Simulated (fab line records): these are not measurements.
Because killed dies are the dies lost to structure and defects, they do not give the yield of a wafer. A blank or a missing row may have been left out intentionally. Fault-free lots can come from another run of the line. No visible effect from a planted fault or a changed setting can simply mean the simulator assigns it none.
fab line records / flow rit_cmos
record: lots: 6 wafers: 18 last_day: 7
route steps=202 shown NLDD@103 PLDD@114 M1@202
lots that met no fault: from a run of the same line without faults
start_h: hours from the record's opening day to when the first of the lot's shown wafers began / wait_h: time in hours since the lot's previous step / " same as the row above / L1.1+2: a single row standing in for several wafers / - value missing, or start not given / * or withheld: withheld / < > ~ a bound
route shown NAME@n: a module of which the file shows steps, and the number in the route of the first / usual: average and standard deviation across the fault-free wafers / same: alike in all rows / chamber/n: place in a boat / sites: each site's reading / _std_site: standard deviation of those values / _edge_site: mean of outer sites minus mean of inner sites / radius_mm: for every site, how far away it sits from the centre of the wafer / mask NAME#n: copy n / behind: tool/chamber where the wafer was last shaped / hold: why the lot went on hold/how many hours it stayed there/how the hold came to an end / device: the n, p or np transistor that did not switch / end of line: the same wafers' tests at the end of the route / where a step has no rows: the recipe by itself / killed: dies that structure and defects cost at the first sort, which is not the same as the wafer's yield / map: dies across one wafer; x = killed, . = not, _ = none there
set.NAME: the setting that was run; set.NAME@STEP: the one run at that earlier step / model.NAME: the simulator's own value behind a step, which no gauge read
a table for each step, a row for each wafer; lots at some steps of the route
== steps ==
step: RIT_NLDD_HMDS_00
recipe: prime_time_s: 60 prime_temp_c: 140
step: RIT_NLDD_COAT_01
recipe: resist: NOVOLAK spin_rpm: 3250 resist_thk_nm: 1000
step: RIT_NLDD_SOFTBAKE_02
recipe: resist: NOVOLAK temp_c: 90 time_s: 60
step: RIT_NLDD_EXPOSE_03
recipe: mask_id: M7 na: 0.57 target_cd_nm: 40700 dose_mj: 250
step: RIT_NLDD_PEB_04
recipe: resist: NOVOLAK temp_c: withheld time_s: withheld
step: RIT_NLDD_DEVELOP_05
recipe: resist: NOVOLAK develop_time_s: 50 dev_temp_c: 23
step: RIT_NLDD_OVL_MEAS_06
usual: NLDD_OVL: 0.1/1.5
lot.wafer=L560.1 tool=overlay-01 chamber=- start_h=62.25 wait_h=- NLDD_OVL[nm]=0.8
lot.wafer=L560.4 tool=overlay-01 chamber=- start_h=62.25 wait_h=- NLDD_OVL[nm]=-0.1
lot.wafer=L560.6 tool=overlay-01 chamber=- start_h=62.25 wait_h=- NLDD_OVL[nm]=0.0
lot.wafer=L564.3 tool=overlay-01 chamber=- start_h=84.56 wait_h=- NLDD_OVL[nm]=2.0
lot.wafer=L564.4 tool=overlay-01 chamber=- start_h=84.56 wait_h=- NLDD_OVL[nm]=0.9
lot.wafer=L564.6 tool=overlay-01 chamber=- start_h=84.56 wait_h=- NLDD_OVL[nm]=1.0
lot.wafer=L566.4 tool=overlay-02 chamber=- start_h=91.09 wait_h=- NLDD_OVL[nm]=-1.9
lot.wafer=L566.5 tool=overlay-02 chamber=- start_h=91.09 wait_h=- NLDD_OVL[nm]=-2.0
lot.wafer=L566.6 tool=overlay-02 chamber=- start_h=91.09 wait_h=- NLDD_OVL[nm]=-0.4
lot.wafer=L568.1 tool=overlay-01 chamber=- start_h=101.22 wait_h=- NLDD_OVL[nm]=1.7
lot.wafer=L568.3 tool=overlay-01 chamber=- start_h=101.22 wait_h=- NLDD_OVL[nm]=-0.6
lot.wafer=L568.5 tool=overlay-01 chamber=- start_h=101.22 wait_h=- NLDD_OVL[nm]=0.3
lot.wafer=L575.2 tool=overlay-02 chamber=- start_h=142.65 wait_h=- NLDD_OVL[nm]=-2.2
lot.wafer=L575.3 tool=overlay-02 chamber=- start_h=142.65 wait_h=- NLDD_OVL[nm]=-2.0
lot.wafer=L575.4 tool=overlay-02 chamber=- start_h=142.65 wait_h=- NLDD_OVL[nm]=-2.5
lot.wafer=L578.2 tool=overlay-01 chamber=- start_h=159.51 wait_h=- NLDD_OVL[nm]=-0.4
lot.wafer=L578.4 tool=overlay-01 chamber=- start_h=159.51 wait_h=- NLDD_OVL[nm]=0.0
lot.wafer=L578.6 tool=overlay-01 chamber=- start_h=159.51 wait_h=- NLDD_OVL[nm]=0.1
step: RIT_NLDD_HARDBAKE_07
recipe: resist: NOVOLAK temp_c: 140 time_s: 60
step: RIT_NLDD_IMPLANT_08
recipe: species: P energy_kev: 20 dose_cm2: 4.929e+14 tilt_deg: 7
step: RIT_NLDD_STRIP_09
recipe: chemistry: O2 time_s: 180 resist: NOVOLAK platen_temp_c: withheld power_w: 500 pressure_mtorr: 4000 o2_flow_sccm: 4000
usual: drypump_motor_current_A: 5.7/0.45
lot.wafer=L560.1 tool=plasma_asher-03 chamber=1 start_h=62.59 wait_h=0.1 drypump_motor_current_A=5.1 rf_hours_counter_h=32
lot.wafer=L560.4 tool=plasma_asher-03 chamber=1 start_h=62.59 wait_h=0.1 drypump_motor_current_A=5.1 rf_hours_counter_h=-
lot.wafer=L560.6 tool=plasma_asher-03 chamber=1 start_h=62.59 wait_h=0.1 drypump_motor_current_A=5.1 rf_hours_counter_h=-
lot.wafer=L564.3 tool=plasma_asher-01 chamber=0 start_h=84.95 wait_h=0.1 drypump_motor_current_A=5.7 rf_hours_counter_h=-
lot.wafer=L564.4 tool=plasma_asher-01 chamber=1 start_h=84.95 wait_h=0.1 drypump_motor_current_A=6.3 rf_hours_counter_h=-
lot.wafer=L564.6 tool=plasma_asher-01 chamber=0 start_h=84.95 wait_h=0.1 drypump_motor_current_A=5.8 rf_hours_counter_h=-
lot.wafer=L566.4 tool=plasma_asher-03 chamber=1 start_h=91.47 wait_h=0.1 drypump_motor_current_A=5.1 rf_hours_counter_h=-
lot.wafer=L566.5 tool=plasma_asher-03 chamber=0 start_h=91.47 wait_h=0.1 drypump_motor_current_A=5.7 rf_hours_counter_h=-
lot.wafer=L566.6 tool=plasma_asher-03 chamber=1 start_h=91.47 wait_h=0.1 drypump_motor_current_A=5.1 rf_hours_counter_h=-
lot.wafer=L568.1 tool=plasma_asher-01 chamber=1 start_h=101.56 wait_h=0.1 drypump_motor_current_A=6.3 rf_hours_counter_h=51
lot.wafer=L568.3 tool=plasma_asher-01 chamber=1 start_h=101.56 wait_h=0.1 drypump_motor_current_A=6.3 rf_hours_counter_h=-
lot.wafer=L568.5 tool=plasma_asher-01 chamber=1 start_h=101.56 wait_h=0.1 drypump_motor_current_A=6.3 rf_hours_counter_h=-
lot.wafer=L575.2 tool=plasma_asher-01 chamber=0 start_h=142.98 wait_h=0.1 drypump_motor_current_A=5.8 rf_hours_counter_h=55
lot.wafer=L575.3 tool=plasma_asher-01 chamber=1 start_h=142.98 wait_h=0.1 drypump_motor_current_A=6.3 rf_hours_counter_h=-
lot.wafer=L575.4 tool=plasma_asher-01 chamber=0 start_h=142.98 wait_h=0.1 drypump_motor_current_A=5.7 rf_hours_counter_h=-
lot.wafer=L578.2 tool=plasma_asher-01 chamber=0 start_h=159.84 wait_h=0.1 drypump_motor_current_A=5.7 rf_hours_counter_h=56
lot.wafer=L578.4 tool=plasma_asher-01 chamber=1 start_h=159.84 wait_h=0.1 drypump_motor_current_A=6.3 rf_hours_counter_h=-
lot.wafer=L578.6 tool=plasma_asher-01 chamber=0 start_h=159.84 wait_h=0.1 drypump_motor_current_A=5.7 rf_hours_counter_h=-
step: RIT_NLDD_TW_MEAS_10
usual: NLDD_TW: 2496/30
lot.wafer=L560.1 tool=film_metro-01 chamber=- start_h=62.77 wait_h=0.1 NLDD_TW=2518
lot.wafer=L560.4 tool=film_metro-01 chamber=- start_h=62.77 wait_h=0.1 NLDD_TW=2518
lot.wafer=L560.6 tool=film_metro-01 chamber=- start_h=62.77 wait_h=0.1 NLDD_TW=2529
lot.wafer=L564.3 tool=film_metro-01 chamber=- start_h=85.08 wait_h=0.1 NLDD_TW=2524
lot.wafer=L564.4 tool=film_metro-01 chamber=- start_h=85.08 wait_h=0.1 NLDD_TW=2535
lot.wafer=L564.6 tool=film_metro-01 chamber=- start_h=85.08 wait_h=0.1 NLDD_TW=2516
lot.wafer=L566.4 tool=film_metro-03 chamber=- start_h=91.61 wait_h=0.1 NLDD_TW=2485
lot.wafer=L566.5 tool=film_metro-03 chamber=- start_h=91.61 wait_h=0.1 NLDD_TW=2512
lot.wafer=L566.6 tool=film_metro-03 chamber=- start_h=91.61 wait_h=0.1 NLDD_TW=2495
lot.wafer=L568.1 tool=film_metro-01 chamber=- start_h=101.74 wait_h=0.1 NLDD_TW=2513
lot.wafer=L568.3 tool=film_metro-01 chamber=- start_h=101.74 wait_h=0.1 NLDD_TW=2530
lot.wafer=L568.5 tool=film_metro-01 chamber=- start_h=101.74 wait_h=0.1 NLDD_TW=2508
lot.wafer=L575.2 tool=film_metro-03 chamber=- start_h=143.16 wait_h=0.1 NLDD_TW=2517
lot.wafer=L575.3 tool=film_metro-03 chamber=- start_h=143.16 wait_h=0.1 NLDD_TW=2527
lot.wafer=L575.4 tool=film_metro-03 chamber=- start_h=143.16 wait_h=0.1 NLDD_TW=2522
lot.wafer=L578.2 tool=film_metro-04 chamber=- start_h=160.03 wait_h=0.1 NLDD_TW=2427
lot.wafer=L578.4 tool=film_metro-04 chamber=- start_h=160.03 wait_h=0.1 NLDD_TW=2432
lot.wafer=L578.6 tool=film_metro-04 chamber=- start_h=160.03 wait_h=0.1 NLDD_TW=2426
step: RIT_PLDD_HMDS_00
recipe: prime_time_s: 60 prime_temp_c: 140
step: RIT_PLDD_COAT_01
recipe: resist: NOVOLAK spin_rpm: 3250 resist_thk_nm: 1000
lot.wafer=L560.1 tool=litho_track-03 chamber=0 start_h=62.98 wait_h=0.1 model.NOVOLAK_of_PLDD_COAT_01.thk_nm=1000
lot.wafer=L560.4 tool=litho_track-03 chamber=0 start_h=62.98 wait_h=0.1 model.NOVOLAK_of_PLDD_COAT_01.thk_nm=995.7
lot.wafer=L560.6 tool=litho_track-03 chamber=0 start_h=62.98 wait_h=0.1 model.NOVOLAK_of_PLDD_COAT_01.thk_nm=998
lot.wafer=L564.3 tool=litho_track-04 chamber=0 start_h=85.32 wait_h=0.1 model.NOVOLAK_of_PLDD_COAT_01.thk_nm=999.2
lot.wafer=L564.4 tool=litho_track-04 chamber=0 start_h=85.32 wait_h=0.1 model.NOVOLAK_of_PLDD_COAT_01.thk_nm=1000
lot.wafer=L564.6 tool=litho_track-04 chamber=0 start_h=85.32 wait_h=0.1 model.NOVOLAK_of_PLDD_COAT_01.thk_nm=999
lot.wafer=L566.4 tool=litho_track-03 chamber=0 start_h=91.87 wait_h=0.1 model.NOVOLAK_of_PLDD_COAT_01.thk_nm=954.2
lot.wafer=L566.5 tool=litho_track-03 chamber=0 start_h=91.87 wait_h=0.1 model.NOVOLAK_of_PLDD_COAT_01.thk_nm=956.9
lot.wafer=L566.6 tool=litho_track-03 chamber=0 start_h=91.87 wait_h=0.1 model.NOVOLAK_of_PLDD_COAT_01.thk_nm=956.1
lot.wafer=L568.1 tool=litho_track-03 chamber=0 start_h=101.95 wait_h=0.1 model.NOVOLAK_of_PLDD_COAT_01.thk_nm=952.8
lot.wafer=L568.3 tool=litho_track-03 chamber=0 start_h=101.95 wait_h=0.1 model.NOVOLAK_of_PLDD_COAT_01.thk_nm=955.4
lot.wafer=L568.5 tool=litho_track-03 chamber=0 start_h=101.95 wait_h=0.1 model.NOVOLAK_of_PLDD_COAT_01.thk_nm=952.5
lot.wafer=L575.2 tool=litho_track-02 chamber=0 start_h=143.39 wait_h=0.1 model.NOVOLAK_of_PLDD_COAT_01.thk_nm=996.9
lot.wafer=L575.3 tool=litho_track-02 chamber=0 start_h=143.39 wait_h=0.1 model.NOVOLAK_of_PLDD_COAT_01.thk_nm=999.4
lot.wafer=L575.4 tool=litho_track-02 chamber=0 start_h=143.39 wait_h=0.1 model.NOVOLAK_of_PLDD_COAT_01.thk_nm=998.9
lot.wafer=L578.2 tool=litho_track-02 chamber=0 start_h=160.25 wait_h=0.1 model.NOVOLAK_of_PLDD_COAT_01.thk_nm=997.6
lot.wafer=L578.4 tool=litho_track-02 chamber=0 start_h=160.25 wait_h=0.1 model.NOVOLAK_of_PLDD_COAT_01.thk_nm=998.6
lot.wafer=L578.6 tool=litho_track-02 chamber=0 start_h=160.25 wait_h=0.1 model.NOVOLAK_of_PLDD_COAT_01.thk_nm=998.4
step: RIT_PLDD_SOFTBAKE_02
recipe: resist: NOVOLAK temp_c: 90.87 time_s: 60
step: RIT_PLDD_EXPOSE_03
recipe: mask_id: M8 na: 0.57 target_cd_nm: 40900 dose_mj: 250
step: RIT_PLDD_PEB_04
recipe: resist: NOVOLAK temp_c: withheld time_s: withheld
step: RIT_PLDD_DEVELOP_05
recipe: resist: NOVOLAK develop_time_s: 50 dev_temp_c: 23
step: RIT_PLDD_OVL_MEAS_06
usual: PLDD_OVL: 0.4/1.6
lot.wafer=L560.1 tool=overlay-02 chamber=- start_h=63.68 wait_h=- PLDD_OVL[nm]=-1.3
lot.wafer=L560.4 tool=overlay-02 chamber=- start_h=63.68 wait_h=- PLDD_OVL[nm]=-1.2
lot.wafer=L560.6 tool=overlay-02 chamber=- start_h=63.68 wait_h=- PLDD_OVL[nm]=-0.7
lot.wafer=L564.3 tool=overlay-01 chamber=- start_h=85.98 wait_h=- PLDD_OVL[nm]=-0.6
lot.wafer=L564.4 tool=overlay-01 chamber=- start_h=85.98 wait_h=- PLDD_OVL[nm]=-1.5
lot.wafer=L564.6 tool=overlay-01 chamber=- start_h=85.98 wait_h=- PLDD_OVL[nm]=-0.2
lot.wafer=L566.4 tool=overlay-01 chamber=- start_h=92.51 wait_h=- PLDD_OVL[nm]=-3.3
lot.wafer=L566.5 tool=overlay-01 chamber=- start_h=92.51 wait_h=- PLDD_OVL[nm]=-3.4
lot.wafer=L566.6 tool=overlay-01 chamber=- start_h=92.51 wait_h=- PLDD_OVL[nm]=-2.5
lot.wafer=L568.1 tool=overlay-02 chamber=- start_h=102.65 wait_h=- PLDD_OVL[nm]=2.2
lot.wafer=L568.3 tool=overlay-02 chamber=- start_h=102.65 wait_h=- PLDD_OVL[nm]=-0.2
lot.wafer=L568.5 tool=overlay-02 chamber=- start_h=102.65 wait_h=- PLDD_OVL[nm]=-1.0
lot.wafer=L575.2 tool=overlay-01 chamber=- start_h=144.07 wait_h=- PLDD_OVL[nm]=2.1
lot.wafer=L575.3 tool=overlay-01 chamber=- start_h=144.07 wait_h=- PLDD_OVL[nm]=3.9
lot.wafer=L575.4 tool=overlay-01 chamber=- start_h=144.07 wait_h=- PLDD_OVL[nm]=1.9
lot.wafer=L578.2 tool=overlay-02 chamber=- start_h=160.93 wait_h=- PLDD_OVL[nm]=-0.6
lot.wafer=L578.4 tool=overlay-02 chamber=- start_h=160.93 wait_h=- PLDD_OVL[nm]=-0.1
lot.wafer=L578.6 tool=overlay-02 chamber=- start_h=160.93 wait_h=- PLDD_OVL[nm]=0.0
step: RIT_PLDD_HARDBAKE_07
recipe: resist: NOVOLAK temp_c: 140 time_s: 60
lot.wafer=L560.1 tool=litho_track-04 chamber=0 start_h=63.75 wait_h=0.1 model.NOVOLAK_of_PLDD_COAT_01.thk_nm=884.2
lot.wafer=L560.4 tool=litho_track-04 chamber=0 start_h=63.75 wait_h=0.1 model.NOVOLAK_of_PLDD_COAT_01.thk_nm=880
lot.wafer=L560.6 tool=litho_track-04 chamber=0 start_h=63.75 wait_h=0.1 model.NOVOLAK_of_PLDD_COAT_01.thk_nm=882
lot.wafer=L564.3 tool=litho_track-03 chamber=0 start_h=86.06 wait_h=0.1 model.NOVOLAK_of_PLDD_COAT_01.thk_nm=883.2
lot.wafer=L564.4 tool=litho_track-03 chamber=0 start_h=86.06 wait_h=0.1 model.NOVOLAK_of_PLDD_COAT_01.thk_nm=884
lot.wafer=L564.6 tool=litho_track-03 chamber=0 start_h=86.06 wait_h=0.1 model.NOVOLAK_of_PLDD_COAT_01.thk_nm=883
lot.wafer=L566.4 tool=litho_track-02 chamber=0 start_h=92.60 wait_h=0.1 model.NOVOLAK_of_PLDD_COAT_01.thk_nm=843.7
lot.wafer=L566.5 tool=litho_track-02 chamber=0 start_h=92.60 wait_h=0.1 model.NOVOLAK_of_PLDD_COAT_01.thk_nm=846.1
lot.wafer=L566.6 tool=litho_track-02 chamber=0 start_h=92.60 wait_h=0.1 model.NOVOLAK_of_PLDD_COAT_01.thk_nm=845.4
lot.wafer=L568.1 tool=litho_track-04 chamber=0 start_h=102.68 wait_h=0.0 model.NOVOLAK_of_PLDD_COAT_01.thk_nm=842.5
lot.wafer=L568.3 tool=litho_track-04 chamber=0 start_h=102.68 wait_h=0.0 model.NOVOLAK_of_PLDD_COAT_01.thk_nm=844.8
lot.wafer=L568.5 tool=litho_track-04 chamber=0 start_h=102.68 wait_h=0.0 model.NOVOLAK_of_PLDD_COAT_01.thk_nm=842.3
lot.wafer=L575.2 tool=litho_track-02 chamber=0 start_h=144.12 wait_h=0.0 model.NOVOLAK_of_PLDD_COAT_01.thk_nm=881.1
lot.wafer=L575.3 tool=litho_track-02 chamber=0 start_h=144.12 wait_h=0.0 model.NOVOLAK_of_PLDD_COAT_01.thk_nm=883.2
lot.wafer=L575.4 tool=litho_track-02 chamber=0 start_h=144.12 wait_h=0.0 model.NOVOLAK_of_PLDD_COAT_01.thk_nm=882.8
lot.wafer=L578.2 tool=litho_track-03 chamber=0 start_h=160.99 wait_h=0.0 model.NOVOLAK_of_PLDD_COAT_01.thk_nm=881.7
lot.wafer=L578.4 tool=litho_track-03 chamber=0 start_h=160.99 wait_h=0.0 model.NOVOLAK_of_PLDD_COAT_01.thk_nm=882.5
lot.wafer=L578.6 tool=litho_track-03 chamber=0 start_h=160.99 wait_h=0.0 model.NOVOLAK_of_PLDD_COAT_01.thk_nm=882.4
step: RIT_PLDD_IMPLANT_08
recipe: species: BF2 energy_kev: 20 dose_cm2: 9e+14 tilt_deg: 7
step: RIT_M1_PROBE_99
usual: killed_at_M0_to_M3: 0.0/0.14 killed_at_front_end: 6.5/2.9 killed_dies: 6.6/3 killed_open: 3.3/2 killed_short: 3.3/1.9
same: gross_dies: 264 killed_at_M4_up: 0 killed_at_back_side: 0 killed_at_contacts: 0 killed_at_other: 0
lot.wafer=L560.1 tool=prober-01 chamber=- start_h=79.05 wait_h=0.1 killed_at_M0_to_M3=0 killed_at_front_end=3 killed_dies=3 killed_open=2 killed_short=1
lot.wafer=L560.4 tool=prober-01 chamber=- start_h=79.20 wait_h=0.2 killed_at_M0_to_M3=0 killed_at_front_end=5 killed_dies=5 killed_open=0 killed_short=5
lot.wafer=L560.6 tool=prober-01 chamber=- start_h=79.30 wait_h=0.2 killed_at_M0_to_M3=0 killed_at_front_end=3 killed_dies=3 killed_open=1 killed_short=2
lot.wafer=L564.3 tool=prober-01 chamber=- start_h=100.09 wait_h=0.2 killed_at_M0_to_M3=0 killed_at_front_end=5 killed_dies=5 killed_open=1 killed_short=4
lot.wafer=L564.4 tool=prober-01 chamber=- start_h=100.14 wait_h=0.2 killed_at_M0_to_M3=0 killed_at_front_end=6 killed_dies=6 killed_open=2 killed_short=4
lot.wafer=L564.6 tool=prober-01 chamber=- start_h=100.24 wait_h=0.2 killed_at_M0_to_M3=0 killed_at_front_end=3 killed_dies=3 killed_open=0 killed_short=3
lot.wafer=L568.1 tool=prober-01 chamber=- start_h=116.38 wait_h=0.1 killed_at_M0_to_M3=0 killed_at_front_end=7 killed_dies=7 killed_open=7 killed_short=0
lot.wafer=L568.3 tool=prober-01 chamber=- start_h=116.48 wait_h=0.2 killed_at_M0_to_M3=0 killed_at_front_end=12 killed_dies=12 killed_open=5 killed_short=7
lot.wafer=L568.5 tool=prober-01 chamber=- start_h=116.58 wait_h=0.2 killed_at_M0_to_M3=0 killed_at_front_end=3 killed_dies=3 killed_open=1 killed_short=2
lot.wafer=L575.2 tool=prober-02 chamber=- start_h=160.91 wait_h=0.1 killed_at_M0_to_M3=0 killed_at_front_end=8 killed_dies=8 killed_open=2 killed_short=6
lot.wafer=L575.3 tool=prober-02 chamber=- start_h=160.96 wait_h=0.2 killed_at_M0_to_M3=0 killed_at_front_end=8 killed_dies=8 killed_open=4 killed_short=4
lot.wafer=L575.4 tool=prober-02 chamber=- start_h=161.01 wait_h=0.2 killed_at_M0_to_M3=0 killed_at_front_end=2 killed_dies=2 killed_open=2 killed_short=0
lot.wafer=L578.2 tool=prober-01 chamber=- start_h=177.58 wait_h=0.1 killed_at_M0_to_M3=0 killed_at_front_end=12 killed_dies=12 killed_open=5 killed_short=7
lot.wafer=L578.4 tool=prober-01 chamber=- start_h=177.68 wait_h=0.2 killed_at_M0_to_M3=1 killed_at_front_end=6 killed_dies=7 killed_open=5 killed_short=2
lot.wafer=L578.6 tool=prober-01 chamber=- start_h=177.78 wait_h=0.2 killed_at_M0_to_M3=0 killed_at_front_end=7 killed_dies=7 killed_open=4 killed_short=3
killed by level:class
L560.1 SILICIDE:geometric_particle:open=2 GATE:geometric_particle:short=1
L560.4 GATE:geometric_particle:short=2 FOX1:geometric_particle:short=1 REOX:geometric_particle:short=1 SPACER:geometric_particle:short=1
L560.6 GATE:geometric_particle:short=2 GATE:geometric_particle:open=1
L564.3 GATE:geometric_particle:short=2 ACTIVE:geometric_particle:short=1 FOX1:geometric_particle:short=1 GATE:geometric_particle:open=1
L564.4 GATE:geometric_particle:short=2 FOX1:geometric_particle:short=1 GATE:geometric_particle:open=1 SILICIDE:geometric_particle:open=1 SILICIDE:geometric_particle:short=1
L564.6 SPACER:geometric_particle:short=2 GATE:geometric_particle:short=1
L568.1 FOX1:geometric_particle:open=3 GATE:geometric_particle:open=3 REOX:geometric_particle:open=1
L568.3 FOX2:geometric_particle:open=2 GATE:geometric_particle:short=2 GATE:geometric_particle:open=2 REOX:geometric_particle:short=2 SPACER:geometric_particle:short=2 SILICIDE:geometric_particle:short=1 SILICIDE:geometric_particle:open=1
L568.5 FOX2:geometric_particle:open=1 FOX2:geometric_particle:short=1 GATE:geometric_particle:short=1
L575.2 GATE:geometric_particle:short=5 GATE:geometric_particle:open=1 REOX:geometric_particle:short=1 REOX:geometric_particle:open=1
L575.3 FOX1:geometric_particle:open=1 FOX1:geometric_particle:short=1 FOX2:geometric_particle:open=1 FOX2:geometric_particle:short=1 GATE:geometric_particle:open=1 GATE:geometric_particle:short=1 REOX:geometric_particle:open=1 SILICIDE:geometric_particle:short=1
L575.4 FOX1:geometric_particle:open=1 GATE:geometric_particle:open=1
L578.2 GATE:geometric_particle:open=3 REOX:geometric_particle:short=3 SPACER:geometric_particle:short=2 FOX2:geometric_particle:short=1 REOX:geometric_particle:open=1 SPACER:geometric_particle:open=1 SILICIDE:geometric_particle:short=1
L578.4 GATE:geometric_particle:open=3 FOX2:geometric_particle:short=1 GATE:geometric_particle:short=1 SPACER:geometric_particle:open=1 M1:geometric_particle:open=1
L578.6 GATE:geometric_particle:open=2 SPACER:geometric_particle:open=2 FOX2:geometric_particle:short=1 GATE:geometric_particle:short=1 SILICIDE:geometric_particle:short=1
== key ==
first_sign none at tools or gauges
model_effect: step: RIT_PLDD_COAT_01 value: NOVOLAK_of_PLDD_COAT_01.thk_nm without: 999.6 struck: 954.7
model_effect: step: RIT_PLDD_HARDBAKE_07 value: NOVOLAK_of_PLDD_COAT_01.thk_nm without: 883.5 struck: 844.1
met_at RIT_PLDD_COAT_01
struck_wafers L566.4,L566.5,L566.6,L568.1,L568.3,L568.5
tester_left_out L566,L568
onset_between 62.98 91.87
fault: kind: process_parameter_drift tool: litho_track-03 chamber: - onset_h: 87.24 steps: RIT_PLDD_COAT_01 channel: resist_thk_nm offset: -45.002 shape: step end_h: 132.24 acts_in: these_recipes_only stated: 1000
tester_left_out: of these lots the tester's yield and bins aren't shown, on N5 and GAA mostly nor the transistor test; their killed dies are dies lost to structure and defects alone, not to doping, threshold or leakage, so they don't give the yield
